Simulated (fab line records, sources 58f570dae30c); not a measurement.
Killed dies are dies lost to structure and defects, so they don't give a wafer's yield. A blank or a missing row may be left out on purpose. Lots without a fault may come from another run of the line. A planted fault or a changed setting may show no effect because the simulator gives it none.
fab line records | flow berkeley_cmos170
record lots=14 wafers=42 last_day=12
route steps=331 shown NLDD@166
lots that met no fault: from a run of the same line without faults
start_h: hours from the record's first day to the start of the lot's first wafer shown | wait_h: hours since the lot's step before | " the same as in the row above | L1.1+2: a row that stands for several wafers | - no value, or no start given | * or withheld: withheld | < > ~ a bound
route shown NAME@n: a module of which the file shows steps, and the number in the route of the first | usual: mean/standard deviation of fault-free wafers | same: alike in all rows | chamber/n: place in a boat | sites: the reading at each site | _std_site: their standard deviation | _edge_site: outer sites' mean less inner sites' | radius_mm: how far each site lies from the wafer's centre | mask NAME#n: copy n | behind: the tool/chamber that last shaped the wafer | hold: why the lot was held/for how many hours/how that ended | device: the transistor (n, p or np) that didn't switch | end of line: the same wafers' tests at the end of the route | a step without rows: its recipe alone | killed: dies lost to structure and defects at the first sort, not the wafer's yield | map: a wafer's dies, x killed, . not, _ none there
set.NAME: the setting as run; set.NAME@STEP: as run at that earlier step | model.NAME: the simulator's own value behind a step, which no gauge read
steps of the route over a sample of lots; a table a step, a row a wafer
services: from which hour (start_h, from the record's first day; less than 0 if before it) a tool's chamber was out of use, for how many hours, and why
## steps
# step UCB170_NLDD_IMPLANT_08
# recipe species=As dose_cm2=5e+13 energy_kev=30 tilt_deg=7 rotation_deg=0
# usual tilt_deg=7.003/0.019
# same implant_ion_amu=75
# columns lot.wafer tool chamber start_h wait_h tilt_deg
L522.2 implanter-01 0 110.45 0.0 7.012
L522.3 " 0 " " 7.003
L522.6 " 0 " " 6.997
L525.4 implanter-04 0 143.51 0.1 7.012
L525.5 " 0 " " 6.992
L525.6 " 0 " " 6.997
L524.1 implanter-02 0 143.68 0.0 7.003
L524.5 " 0 " " 7.009
L524.6 " 0 " " 6.990
L527.1 implanter-04 0 143.98 0.0 6.990
L527.2 " 0 " " 7.026
L527.5 " 0 " " 7.004
L526.3 implanter-04 0 156.99 0.1 7.015
L526.4 " 0 " " 6.995
L526.5 " 0 " " 7.030
L528.1 implanter-04 0 157.24 0.0 4.346
L528.3 " 0 " " 4.339
L528.4 " 0 " " 4.317
L530.1 implanter-04 0 169.37 0.0 4.347
L530.5 " 0 " " 4.304
L530.6 " 0 " " 4.317
L538.3 implanter-01 0 212.01 0.1 7.011
L538.4 " 0 " " 6.978
L538.6 " 0 " " 7.011
L539.2 implanter-02 0 218.99 0.0 6.981
L539.5 " 0 " " 7.002
L539.6 " 0 " " 6.996
L540.2 implanter-01 0 227.24 0.0 7.016
L540.4 " 0 " " 7.012
L540.6 " 0 " " 7.029
L542.4 implanter-04 0 232.65 0.1 7.012
L542.5 " 0 " " 7.005
L542.6 " 0 " " 7.013
L543.1 implanter-04 0 240.58 0.0 6.993
L543.3 " 0 " " 6.981
L543.5 " 0 " " 6.989
L545.2 implanter-02 0 241.00 0.0 7.016
L545.5 " 0 " " 7.008
L545.6 " 0 " " 6.993
L544.1 implanter-01 0 241.22 0.0 6.981
L544.2 " 0 " " 7.005
L544.6 " 0 " " 7.016
# step UCB170_SDANNEAL_RS_MEAS_05
# recipe thk_meas_gauge=four-point-probe
# usual NLDD_RS=616.2/1.8
# columns lot.wafer tool chamber start_h wait_h NLDD_RS[ohm/sq]
L522.2 film_metro-04 - 118.59 0.1 616.3
L522.3 " - " " 616.4
L522.6 " - " " 616.6
L525.4 film_metro-02 - 152.16 0.1 612.6
L525.5 " - " " 612.9
L525.6 " - " " 615.2
L527.1 film_metro-01 - 152.49 0.1 616.8
L527.2 " - " " 615.8
L527.5 " - " " 615.6
L524.1 film_metro-04 - 152.58 0.1 616.7
L524.5 " - " " 615.0
L524.6 " - " " 615.8
L528.1 film_metro-01 - 169.30 0.1 577.7
L528.3 " - " " 578.8
L528.4 " - " " 580.4
L526.3 film_metro-02 - 169.46 0.1 614.5
L526.4 " - " " 613.2
L526.5 " - " " 617.5
L530.1 film_metro-04 - 179.66 0.1 581.3
L530.5 " - " " 581.0
L530.6 " - " " 582.3
L538.3 film_metro-01 - 224.18 0.1 617.7
L538.4 " - " " 615.6
L538.6 " - " " 616.7
L539.2 film_metro-04 - 228.23 0.1 619.4
L539.5 " - " " 618.8
L539.6 " - " " 618.4
L540.2 film_metro-02 - 238.88 0.1 617.1
L540.4 " - " " 616.9
L540.6 " - " " 616.0
L542.4 film_metro-01 - 241.52 0.1 618.7
L542.5 " - " " 616.4
L542.6 " - " " 616.6
L543.1 film_metro-02 - 252.63 0.1 614.2
L543.3 " - " " 614.7
L543.5 " - " " 614.0
L545.2 film_metro-04 - 253.16 0.1 619.2
L545.5 " - " " 619.7
L545.6 " - " " 618.5
L544.1 film_metro-02 - 253.53 0.1 618.2
L544.2 " - " " 616.1
L544.6 " - " " 616.7
## services
# columns tool chamber start_h hours kind
implanter-01 - 139.06 21.2 pm
implanter-02 - 146.95 15.0 repair
implanter-04 - 208.14 2.3 repair
implanter-02 - 233.09 2.4 repair
## key
first_sign step=UCB170_NLDD_IMPLANT_08 reading=tilt_deg direction=down sigmas=99+ usual=7.003 struck=4.328
effect step=UCB170_SDANNEAL_RS_MEAS_05 reading=NLDD_RS direction=down sigmas=20 usual=616.2 struck=580.3
met_at UCB170_NLDD_IMPLANT_08
struck_lots L528,L530
tester_left_out L528,L530
onset_between 156.99 157.24
fault kind=process_parameter_drift tool=implanter-04 chamber=- onset_h=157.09 steps=UCB170_NLDD_IMPLANT_08 channel=tilt_deg offset=-2.6545 shape=step end_h=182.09 acts_in=these_recipes_only stated=7
# tester_left_out: of these lots the tester's yield and bins aren't shown, on N5 and GAA mostly nor the transistor test; their killed dies are dies lost to structure and defects alone, not to doping, threshold or leakage, so they don't give the yield
